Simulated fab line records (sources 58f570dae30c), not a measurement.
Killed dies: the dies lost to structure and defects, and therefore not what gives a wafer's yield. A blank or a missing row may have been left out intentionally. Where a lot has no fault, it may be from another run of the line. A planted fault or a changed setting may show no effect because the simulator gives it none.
One fault seen from 2 desks | flow berkeley-cmos170 | each desk holds nothing but its own numbers, with what lay behind them at the end

== FROM THE METROLOGY DESK ==
What the gauges read for every lot (on any tool): the sampled wafers with a number, averaged. Any lot whose mean is over 4 standard deviations away from the usual mean is out of limits and marked OUT; that distance is given in the brackets.
Columns: A = M1_AL_RS at UCB170_M1_RS_MEAS_01, usual 0.0486 ohm/sq
lot  | first seen here | A
L242 | day 8 11:34     | 0.0492
L243 | day 9 04:17     | 0.0488
L246 | day 9 04:34     | 0.0489
L244 | day 9 04:43     | 0.0479
L245 | day 9 04:55     | 0.0490
L247 | day 9 15:17     | 0.0485
L249 | day 10 02:31    | 0.0482
L250 | day 10 02:40    | 0.0485
L248 | day 10 02:57    | 0.0484
L251 | day 10 10:57    | 0.0490
L252 | day 10 11:20    | 0.0487
L254 | day 10 20:50    | 0.0484
L253 | day 10 21:23    | 0.0485
Result from this desk: across the 13 lots, nothing is out of limits.

== AT THE TOOL OWNER'S DESK: furnace-03 ==
At UCB170_M1_ANNEAL_14 (time 1200 s), the tool's own readings, given per lot that ran on this tool as the mean of the sampled wafers with a number. Any lot whose mean is over 4 standard deviations away from the usual mean is out of limits and marked OUT; that distance is given in the brackets.
Columns: A = spike-tc-centre-C at UCB170_M1_ANNEAL_14, usual 401.9 C; B = spike-tc-load-C at UCB170_M1_ANNEAL_14, usual 416.2 C; C = spike-tc-source-C at UCB170_M1_ANNEAL_14, usual 415.8 C; D = zone-power-centre-pct at UCB170_M1_ANNEAL_14, usual 18.29 %; E = zone-power-load-pct at UCB170_M1_ANNEAL_14, usual 5.24 %; F = zone-power-source-pct at UCB170_M1_ANNEAL_14, usual 6.98 %
lot  | first seen here | A               | B               | C               | D                | E              | F
L242 | day 8 13:17     | 402.0           | 415.6           | 415.2           | 18.16            | 5.25           | 6.97
L243 | day 9 07:28     | 401.3           | 415.5           | 415.4           | 18.22            | 5.17           | 6.93
L244 | day 9 08:47     | 401.5           | 416.7           | 416.1           | 18.16            | 5.22           | 6.91
L245 | day 9 08:47     | 400.9           | 415.6           | 415.8           | 18.33            | 5.26           | 6.95
L246 | day 9 08:47     | 401.7           | 416.3           | 415.7           | 18.31            | 5.25           | 7.03
L247 | day 9 17:50     | 402.4           | 416.8           | 417.0           | 18.33            | 5.24           | 6.98
L249 | day 10 04:37    | 402.2           | 415.9           | 416.4           | 18.31            | 5.27           | 6.98
L248 | day 10 05:56    | 402.2           | 416.4           | 415.6           | 18.20            | 5.27           | 6.94
L250 | day 10 05:56    | 401.5           | 416.6           | 415.0           | 18.20            | 5.18           | 7.05
L251 | day 10 13:50    | 361.1 (-42) OUT | 377.0 (-39) OUT | 375.2 (-41) OUT | 16.56 (-9.6) OUT | 4.58 (-12) OUT | 6.00 (-15) OUT
L252 | day 10 15:10    | 362.0 (-42) OUT | 376.4 (-40) OUT | 375.5 (-40) OUT | 16.45 (-10) OUT  | 4.53 (-13) OUT | 6.09 (-13) OUT
L254 | day 10 22:41    | 362.7 (-41) OUT | 375.3 (-41) OUT | 374.3 (-41) OUT | 16.41 (-10) OUT  | 4.54 (-13) OUT | 6.03 (-14) OUT
L253 | day 11 00:02    | 361.9 (-42) OUT | 376.0 (-40) OUT | 375.5 (-40) OUT | 16.39 (-11) OUT  | 4.61 (-11) OUT | 6.01 (-15) OUT
Finding of this desk: L251, L252, L253, L254 out of limits; the first was L251 at day 10 13:50, on spike-tc-centre-C at UCB170_M1_ANNEAL_14. L242, L243, L244, L245, L246, L247, L249, L248, L250 stayed within limits.

== ALL TOGETHER ==
The tool owner's desk had the chance to raise an alarm at day 10 13:50 on L251, L252, L253, L254.
Nothing out of limits was seen by the metrology desk.
The metrology desk holds a record of L251, L252, L253, L254, inside its limits.
All the named lots went through UCB170_M1_ANNEAL_14 on furnace-03.

== WHAT HAD BEEN PUT IN BY THE SIMULATOR ==
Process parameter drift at UCB170_M1_ANNEAL_14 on furnace-03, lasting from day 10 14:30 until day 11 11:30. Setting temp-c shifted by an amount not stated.
Struck lots among those shown: L251, L252, L253, L254.
